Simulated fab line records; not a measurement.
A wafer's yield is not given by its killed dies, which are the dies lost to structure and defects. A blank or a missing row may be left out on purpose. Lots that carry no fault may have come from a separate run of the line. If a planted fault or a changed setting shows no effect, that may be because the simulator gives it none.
Struck lot and sound lot, side by side    flow berkeleyCmos170    14 out of 331 route steps
Sound: the wafers L350.2, L350.3, L350.5. Struck: wafers L355.1, L355.4, L355.6. Last of all comes the cause.
Each step with rows lists, per side, the tool, then ch with its chambers, then its first start. Under that, the readings that differ: sound wafers    struck wafers    difference of the means    sigmas: that difference in standard deviations of wafers without a fault.
alike: same words and numbers on both sides, and readings whose means sit less than 2 such deviations apart. not compared: any withheld reading, any reading some wafer has no value for, any bound like >300 that may hide the same value, and any number with overlapping values for which the record gives no deviation.
Wherever a step has rows on one side only, a row that says differs or no value, or a row with sigmas, the two part there. When numbers do not overlap yet have no deviation, they are printed without sigmas and do not part them. Lack of a reading on every wafer of one side parts them only where that side has two or more wafers.

first, 1 step without rows for these wafers: UCB170_GATE_CVD_04 (deposits poly-Si from SiH4, time 1440 s, target thk 214 nm).
UCB170_GATE_THK_MEAS_05:
  sound on filmMetro-04 at day 6 20:28; struck on filmMetro-04 at day 8 04:08
  alike: GATE_POLY_THK
then, 6 steps without rows for these wafers: UCB170_GATE_COAT_06; UCB170_GATE_COAT_07 (resist thk 900 nm); UCB170_GATE_SOFTBAKE_08 (time 60 s); UCB170_GATE_EXPOSE_09 (exposes mask POLY, target cd 350 nm); UCB170_GATE_PEB_10; UCB170_GATE_DEVELOP_11 (develop time 45 s).
UCB170_GATE_CD_MEAS_12 targets a cd of 350 nm.
  sound on cdSem-01 at day 6 23:31; struck on cdSem-02 at day 8 05:39
  alike: cdNm
UCB170_GATE_OVL_MEAS_13:
  sound on overlay-02 at day 6 23:37; struck on overlay-01 at day 8 05:46
  alike: GATE_OVL
UCB170_GATE_ETCH_14: etches BARC in N2/H2.
  sound on rieDiel-02 ch 0,3, day 6 23:39; struck on rieDiel-02 ch 0,2, day 8 05:49
  alike: biasW, drypumpMotorCurrentA, oesProductAu, throttleValvePct
UCB170_GATE_ETCH_15: etches poly-Si in HBr/Cl2, stops on SiO2, time 56.3 s, target depth 278.2 nm.
  sound on rieSi-01 ch 0,2,3, day 6 23:41; struck on rieSi-01 ch 1,2, day 8 05:51
  alike: biasW, drypumpMotorCurrentA, heBacksideLeakSccm, oesProductAu, throttleValvePct
  not compared: rfHoursCounterH
UCB170_GATE_STRIP_16: strips in O2.
  sound on plasmaAsher-03 ch 0,1, day 6 23:44; struck on plasmaAsher-04 ch 0,1, day 8 05:54
  no value came back on the struck wafers for chamberPressureMTorr (mTorr), drypumpMotorCurrentA (A), oesProductAu (a.u.), overashFraction; on the sound wafers chamberPressureMTorr (mTorr) reads 3498 3496 3498
reading                               sound  struck             difference  sigmas
model.KrF_of_GATE_COAT_07.thkNm (nm)  0 0 0  775.1 773.4 773.3  +773.9      
  not compared: rfHoursCounterH
UCB170_GATE_CD_MEAS_90 targets a cd of 350 nm.
  sound on cdSem-02 at day 6 23:56; struck on cdSem-01 at day 8 06:00
  alike: cdNm

WHERE THEY PART
Only at UCB170_GATE_STRIP_16, within this record. Later steps at which nothing parts them and some readings are alike: UCB170_GATE_CD_MEAS_90.

WHY: the cause the simulator had injected
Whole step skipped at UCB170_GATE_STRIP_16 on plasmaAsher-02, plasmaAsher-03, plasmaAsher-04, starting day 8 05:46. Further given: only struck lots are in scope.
